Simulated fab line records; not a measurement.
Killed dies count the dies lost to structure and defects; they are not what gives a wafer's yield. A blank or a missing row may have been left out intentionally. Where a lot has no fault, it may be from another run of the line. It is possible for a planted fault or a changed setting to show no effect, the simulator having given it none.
Struck lot and sound lot, side by side || flow rit-cmos || 15 steps out of a route of 202
Sound: these wafers, L114.2, L114.3, L114.5. Wafers struck: L112.1, L112.2, L112.3. The cause is given at the end.
Each step with rows lists, per side, the tool, then ch with its chambers, then its first start. Under that, the readings that differ: sound wafers || struck wafers || difference of the means || sigmas: that difference in standard deviations of wafers without a fault.
alike: a reading whose means differ by less than 2 such deviations, as well as words and numbers matching on both sides. not compared: withheld readings; readings where some wafer has no value; bounds like >300 that might hide an equal value; numbers whose values overlap and for which the record gives no deviation.
The two part at a step that has a row with sigmas, a row that says differs or no value, or rows on one side only. Numbers that don't overlap but have no deviation are shown without sigmas and don't part them. A reading that every wafer of one side lacks parts them only if that side has two wafers or more.

first, 1 step without rows for these wafers: RIT_NSD_IMPLANT_08.
RIT_NSD_STRIP_09: strips in O2, time 180 s.
  sound on plasma-asher-04 ch 0,1, day 6 11:16; struck on plasma-asher-04 ch 0,1, day 6 02:24
  alike: chamber-pressure-mTorr, drypump-motor-current-A
  not compared: rf-hours-counter-h
RIT_NSD_TW_MEAS_10:
  sound: film-metro-02 at day 6 11:27; struck: film-metro-02 at day 6 02:34
  alike: NSD_TW
then, 6 steps without rows for these wafers: RIT_PSD_HMDS_00 (prime time 60 s); RIT_PSD_COAT_01 (resist thk 1000 nm); RIT_PSD_SOFTBAKE_02 (time 60 s); RIT_PSD_EXPOSE_03 (exposes mask M10, target cd 40900 nm); RIT_PSD_PEB_04; RIT_PSD_DEVELOP_05 (develop time 50 s).
RIT_PSD_OVL_MEAS_06:
  sound: overlay-02 at day 6 12:22; struck: overlay-02 at day 6 03:29
  alike: PSD_OVL
then, 2 steps without rows for these wafers: RIT_PSD_HARDBAKE_07 (time 60 s); RIT_PSD_IMPLANT_08.
RIT_PSD_STRIP_09: strips in O2, time 180 s.
  sound on plasma-asher-02 ch 0,1, day 6 12:41; struck on plasma-asher-02 ch 0,1, day 6 03:49
  no value came back on the struck wafers for chamber-pressure-mTorr (mTorr), drypump-motor-current-A (A); on the sound wafers chamber-pressure-mTorr (mTorr) reads 4002 3996 4004
{"reading": "model.NOVOLAK_of_PSD_COAT_01.thk-nm (nm)", "sound": "0 0 0", "struck": "881.5 881.9 881.4", "difference": "+881.6", "sigmas": ""}
  not compared: rf-hours-counter-h
RIT_PSD_TW_MEAS_10:
  sound: film-metro-01 at day 6 12:52; struck: film-metro-04 at day 6 04:00
  alike: PSD_TW
RIT_M1_PROBE_99:
  sound: prober-01 at day 6 20:47; struck: prober-01 at day 6 12:04
{"reading": "killed-at-front-end", "sound": "5 6 8", "struck": "264 264 264", "difference": "+258", "sigmas": "+86"}
{"reading": "killed-dies", "sound": "5 6 8", "struck": "264 264 264", "difference": "+258", "sigmas": "+83"}
{"reading": "killed-on-rim", "sound": "1 1 3", "struck": "70 70 70", "difference": "+68", "sigmas": "+46"}
  alike: killed_at_M0_to_M3, killed-open, killed-short

## WHERE THEY PART
Earliest at RIT_PSD_STRIP_09; latest, in this record, at RIT_M1_PROBE_99.

WHY: what the simulator had put in
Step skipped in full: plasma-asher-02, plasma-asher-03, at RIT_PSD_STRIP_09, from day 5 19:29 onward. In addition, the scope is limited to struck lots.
